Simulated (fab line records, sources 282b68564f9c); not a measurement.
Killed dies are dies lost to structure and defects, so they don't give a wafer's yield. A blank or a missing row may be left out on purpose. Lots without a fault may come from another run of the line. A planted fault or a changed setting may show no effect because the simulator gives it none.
One fault seen from 2 desks | flow rit_cmos | each desk has only its own numbers; what lay behind them comes last

THE TOOL OWNER'S DESK: iline_stepper-01
The tool's own readings at RIT_ACTIVE_EXPOSE_08 (exposes mask M1, target cd 1400 nm): means of the sampled wafers that have a number, for each lot that ran on this tool. A lot is out of limits, marked OUT, if its mean lies more than 4 standard deviations from the usual mean; the brackets give that distance.
Columns: A = exposure_dose_mJ_cm2 at RIT_ACTIVE_EXPOSE_08, usual 227.57
lot  | first seen here | A
L199 | day 2 06:37     | 227.34
L200 | day 2 10:41     | 227.55
L201 | day 2 16:13     | 227.57
L202 | day 2 20:21     | 227.77
L205 | day 3 13:34     | 227.72
L207 | day 4 00:19     | 227.31
L210 | day 4 13:29     | 226.25 (-5.7) OUT
L211 | day 4 17:41     | 224.99 (-11) OUT
This desk's finding: out of limits on L210, L211; first on L210, day 4 13:29 (exposure_dose_mJ_cm2 at RIT_ACTIVE_EXPOSE_08). In limits: L199, L200, L201, L202, L205, L207.

THE METROLOGY DESK
What the gauges read, lot by lot, whatever tool the lot ran on: means of the sampled wafers that have a number. A lot is out of limits, marked OUT, if its mean lies more than 4 standard deviations from the usual mean; the brackets give that distance.
Columns: A = ACTIVE_NITRIDE_THK at RIT_ACTIVE_THK_MEAS_04, usual 150.4 nm; B = cd_nm at RIT_ACTIVE_CD_MEAS_11, usual 1400.4 nm; C = PWELL_OVL at RIT_PWELL_OVL_MEAS_06, usual 0.6 nm; D = GATE_OVL at RIT_GATE_OVL_MEAS_17, usual -0.3 nm
lot  | first seen here | A     | B                 | C    | D
L196 | day 1 14:29     | 148.7 | 1402.7            | -0.7 | -2.8
L197 | day 1 18:32     | 154.0 | 1401.1            | -0.9 | 1.4
L199 | day 2 05:53     | 150.9 | 1398.6            | 1.6  | 0.2
L200 | day 2 10:11     | 150.8 | 1401.1            | -1.2 | 0.4
L201 | day 2 15:41     | 149.9 | 1400.6            | 2.0  | -1.0
L202 | day 2 19:50     | 150.3 | 1399.1            | -0.6 | 0.2
L205 | day 3 12:55     | 151.0 | 1403.8            | 2.0  | -1.0
L207 | day 3 23:49     | 150.1 | 1400.7            | 0.9  | -1.1
L209 | day 4 07:28     | 152.8 | 1400.6            | 0.8  | 0.0
L210 | day 4 12:52     | 153.4 | 1390.0 (-5.5) OUT | 2.7  | 0.4
L211 | day 4 17:10     | 149.7 | 1390.4 (-5.3) OUT | 0.4  | -1.6
L217 | day 5 23:26     | 149.7 | 1401.2            | 0.6  | 0.5
L218 | day 6 05:45     | 151.5 | 1401.1            | 1.5  | -0.4
L219 | day 6 08:47     | 150.4 | 1398.5            | 1.3  | -0.1
This desk's finding: out of limits on L210, L211; first on L210, day 4 13:53 (cd_nm at RIT_ACTIVE_CD_MEAS_11). In limits: L196, L197, L199, L200, L201, L202, L205, L207, L209, L217, L218, L219.

PUT TOGETHER
The tool owner's desk could have raised an alarm at day 4 13:29, on L210, L211.
The metrology desk could have raised an alarm at day 4 13:53, on L210, L211.
Of the lots named, all ran RIT_ACTIVE_EXPOSE_08 on iline_stepper-01.

WHAT THE SIMULATOR HAD PUT IN
Process parameter drift: iline_stepper-01, from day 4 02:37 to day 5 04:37, at RIT_ACTIVE_EXPOSE_08. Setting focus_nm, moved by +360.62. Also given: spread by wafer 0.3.
Lots struck among those shown: L210, L211.
Hours from the fault's start to each desk's first reading out of limits: the tool owner's desk, 11; the metrology desk, 11.
